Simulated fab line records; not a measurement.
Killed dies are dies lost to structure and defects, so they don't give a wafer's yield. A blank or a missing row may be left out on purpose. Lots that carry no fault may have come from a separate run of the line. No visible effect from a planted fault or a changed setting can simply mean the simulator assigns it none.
fab line records ; flow rit_cmos
record: lots: 6; wafers: 18; last_day: 6
route steps=202 shown NRETRO@55 PRETRO@64
lots with no fault: from the same line, run without faults
start_h: the number of hours between the record's first day and the start of the first shown wafer of the lot ; wait_h: hours from the lot's prior step to this one ; " repeats the value in the row above ; L1.1+2: a row that stands for several wafers ; - no value present, or no start provided ; * or withheld: withheld ; < > ~ a bound
route shown NAME@n: NAME is a module with steps in the file, n the number in the route of the first one ; usual: mean and standard deviation over wafers with no fault ; same: alike in all rows ; chamber/n: place in a boat ; sites: per-site readings ; _std_site: the standard deviation of these ; _edge_site: outer sites' mean less inner sites' ; radius_mm: for every site, how far away it sits from the centre of the wafer ; mask NAME#n: copy n ; behind: the tool/chamber that last shaped the wafer ; hold: reason for holding the lot/hours on hold/outcome of the hold ; device: the transistor (n, p or np) that didn't switch ; end of line: tests of these same wafers at the route's end ; a step without rows: its recipe alone ; killed: count of dies lost to structure and defects at first sort (not the wafer's yield) ; map: dies across one wafer; x = killed, . = not, _ = none there
set.NAME: the setting that was run; set.NAME@STEP: the one run at that earlier step ; model.NAME: the simulator's own value behind a step, which no gauge read
a table for each step, a row for each wafer; lots at some steps of the route
services: from which hour (start_h, from the record's first day; less than 0 if before it) a tool's chamber was out of use, for how many hours, and why
== steps ==
step: RIT_NRETRO_SOFTBAKE_02
recipe: resist: NOVOLAK; temp_c: 90; time_s: 60
step: RIT_NRETRO_EXPOSE_03
recipe: mask_id: M4; na: 0.57; target_cd_nm: 43900; dose_mj: 250
step: RIT_NRETRO_PEB_04
recipe: resist: NOVOLAK; temp_c: withheld; time_s: withheld
step: RIT_NRETRO_DEVELOP_05
recipe: resist: NOVOLAK; develop_time_s: 68; dev_temp_c: 23
step: RIT_NRETRO_OVL_MEAS_06
usual: NRETRO_OVL: 0.2/1.1
lot.wafer;tool;chamber;start_h;wait_h;NRETRO_OVL[nm]
L476.1;overlay-02;-;37.36;-;-0.9
L476.5;overlay-02;-;37.36;-;-0.7
L476.6;overlay-02;-;37.36;-;-1.3
L478.1;overlay-02;-;47.16;-;-0.8
L478.2;overlay-02;-;47.16;-;-1.9
L478.3;overlay-02;-;47.16;-;-1.3
L479.2;overlay-02;-;50.31;-;-0.3
L479.3;overlay-02;-;50.31;-;1.5
L479.6;overlay-02;-;50.31;-;0.3
L480.3;overlay-02;-;55.47;-;-0.1
L480.4;overlay-02;-;55.47;-;0.0
L480.5;overlay-02;-;55.47;-;1.3
L493.2;overlay-01;-;121.50;-;0.7
L493.3;overlay-01;-;121.50;-;0.5
L493.4;overlay-01;-;121.50;-;0.9
L492.2;overlay-02;-;121.75;-;1.1
L492.3;overlay-02;-;121.75;-;1.8
L492.5;overlay-02;-;121.75;-;1.5
step: RIT_NRETRO_HARDBAKE_07
recipe: resist: NOVOLAK; temp_c: 140; time_s: 120
step: RIT_NRETRO_IMPLANT_08
recipe: species: P; energy_kev: 70; dose_cm2: 1e+13; tilt_deg: 7
step: RIT_NRETRO_STRIP_09
recipe: chemistry: O2; time_s: 180; resist: NOVOLAK; platen_temp_c: withheld; power_w: 500; pressure_mtorr: 4000; o2_flow_sccm: 4000
usual: drypump_motor_current_A: 5.5/0.55
lot.wafer;tool;chamber;start_h;wait_h;drypump_motor_current_A;rf_hours_counter_h
L476.1;plasma_asher-04;1;37.80;0.1;4.9;42
L476.5;plasma_asher-04;1;37.80;0.1;4.9;-
L476.6;plasma_asher-04;0;37.80;0.1;5.5;-
L478.1;plasma_asher-03;1;47.59;0.1;4.7;39
L478.2;plasma_asher-03;0;47.59;0.1;5.7;39
L478.3;plasma_asher-03;1;47.59;0.1;4.7;-
L479.2;plasma_asher-04;0;50.74;0.1;5.5;43
L479.3;plasma_asher-04;1;50.74;0.1;4.9;-
L479.6;plasma_asher-04;1;50.74;0.1;4.9;-
L480.3;plasma_asher-02;0;55.95;0.1;5.7;-
L480.4;plasma_asher-02;1;55.95;0.1;6.4;-
L480.5;plasma_asher-02;1;55.95;0.1;6.4;-
L493.2;plasma_asher-03;1;121.96;0.1;4.7;0
L493.3;plasma_asher-03;1;121.96;0.1;4.7;-
L493.4;plasma_asher-03;0;121.96;0.1;5.7;-
L492.2;plasma_asher-02;0;122.36;0.1;5.7;47
L492.3;plasma_asher-02;1;122.36;0.1;6.4;-
L492.5;plasma_asher-02;0;122.36;0.1;5.7;-
step: RIT_NRETRO_TW_MEAS_10
usual: NRETRO_TW: 1055/11
lot.wafer;tool;chamber;start_h;wait_h;NRETRO_TW
L476.1;film_metro-03;-;37.97;0.1;1053
L476.5;film_metro-03;-;37.97;0.1;1055
L476.6;film_metro-03;-;37.97;0.1;1053
L478.1;film_metro-03;-;47.77;0.1;1051
L478.2;film_metro-03;-;47.77;0.1;1057
L478.3;film_metro-03;-;47.77;0.1;1056
L479.2;film_metro-02;-;50.93;0.1;1064
L479.3;film_metro-02;-;50.93;0.1;1062
L479.6;film_metro-02;-;50.93;0.1;1066
L480.3;film_metro-02;-;56.09;0.1;1070
L480.4;film_metro-02;-;56.09;0.1;1066
L480.5;film_metro-02;-;56.09;0.1;1068
L493.2;film_metro-01;-;122.15;0.1;1036
L493.3;film_metro-01;-;122.15;0.1;1038
L493.4;film_metro-01;-;122.15;0.1;1040
L492.2;film_metro-03;-;122.61;0.2;1062
L492.3;film_metro-03;-;122.61;0.2;1058
L492.5;film_metro-03;-;122.61;0.2;1061
step: RIT_PRETRO_HMDS_00
recipe: prime_time_s: 60; prime_temp_c: 140
step: RIT_PRETRO_COAT_01
recipe: resist: NOVOLAK; spin_rpm: 2000; resist_thk_nm: 1300
step: RIT_PRETRO_SOFTBAKE_02
recipe: resist: NOVOLAK; temp_c: 90; time_s: 60
step: RIT_PRETRO_EXPOSE_03
recipe: mask_id: M5; na: 0.57; target_cd_nm: 43700; dose_mj: 250
usual: exposure_dose_mJ_cm2: 250.07/0.23; focus_offset_nm: -0.1/0.5
lot.wafer;tool;chamber;start_h;wait_h;mask;exposure_dose_mJ_cm2;focus_offset_nm
L476.1;iline_stepper-02;0;38.61;0.2;M5#0;250.24;-1.2
L476.5;iline_stepper-02;0;38.61;0.2;M5#0;250.08;-0.1
L476.6;iline_stepper-02;0;38.61;0.2;M5#0;249.84;-0.6
L478.1;iline_stepper-01;0;48.40;0.2;M5#0;250.03;-1.1
L478.2;iline_stepper-01;0;48.40;0.2;M5#0;250.26;-0.9
L478.3;iline_stepper-01;0;48.40;0.2;M5#0;250.15;-0.2
L479.2;iline_stepper-01;-;51.45;0.1;M5#0;-;-
L479.3;iline_stepper-01;-;51.45;0.1;M5#0;-;-
L479.6;iline_stepper-01;-;51.45;0.1;M5#0;-;-
L480.3;iline_stepper-02;-;56.74;0.2;M5#0;-;-
L480.4;iline_stepper-02;-;56.74;0.2;M5#0;-;-
L480.5;iline_stepper-02;-;56.74;0.2;M5#0;-;-
L493.2;iline_stepper-01;0;122.80;0.2;M5#0;250.30;-0.4
L493.3;iline_stepper-01;0;122.80;0.2;M5#0;250.25;-0.1
L493.4;iline_stepper-01;0;122.80;0.2;M5#0;250.39;0.6
L492.2;iline_stepper-02;0;123.50;0.3;M5#0;249.81;-0.4
L492.3;iline_stepper-02;0;123.50;0.3;M5#0;249.95;0.6
L492.5;iline_stepper-02;0;123.50;0.3;M5#0;249.91;0.2
step: RIT_PRETRO_PEB_04
recipe: resist: NOVOLAK; temp_c: withheld; time_s: withheld
== services ==
tool;chamber;start_h;hours;kind
iline_stepper-01;-;32.97;1.7;pm
iline_stepper-01;0;48.18;-;calibration
iline_stepper-01;-;61.82;1.3;repair
iline_stepper-02;0;65.64;-;calibration
iline_stepper-01;-;84.52;4.3;pm
iline_stepper-02;-;91.78;1.7;pm
plasma_asher-03;-;108.88;9.0;pm
plasma_asher-03;0;108.88;9.0;vent_cycle
plasma_asher-03;1;108.88;9.0;vent_cycle
plasma_asher-03;0;117.88;-;clean
plasma_asher-03;1;117.88;-;clean
== key ==
first_sign: step: RIT_PRETRO_EXPOSE_03; reading: tool_record; direction: missing
effect none on later readings
met_at RIT_PRETRO_EXPOSE_03
struck_wafers L479.2,L479.3,L479.6,L480.3,L480.4,L480.5
sort_left_out L479.2,L479.3,L479.6,L480.3,L480.4,L480.5
tester_left_out L479,L480
onset_between 48.40 51.45
fault: kind: skipped_step_whole; tool: iline_stepper-01,iline_stepper-02; chamber: -; onset_h: 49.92; steps: RIT_PRETRO_EXPOSE_03; scope: struck_lots_only
tester_left_out: of these lots the tester's yield and bins aren't shown, on N5 and GAA mostly nor the transistor test; their killed dies are dies lost to structure and defects alone, not to doping, threshold or leakage, so they don't give the yield
sort_left_out: the simulated sort isn't trusted on such a fault, so these wafers' sort isn't shown, and their yield isn't known
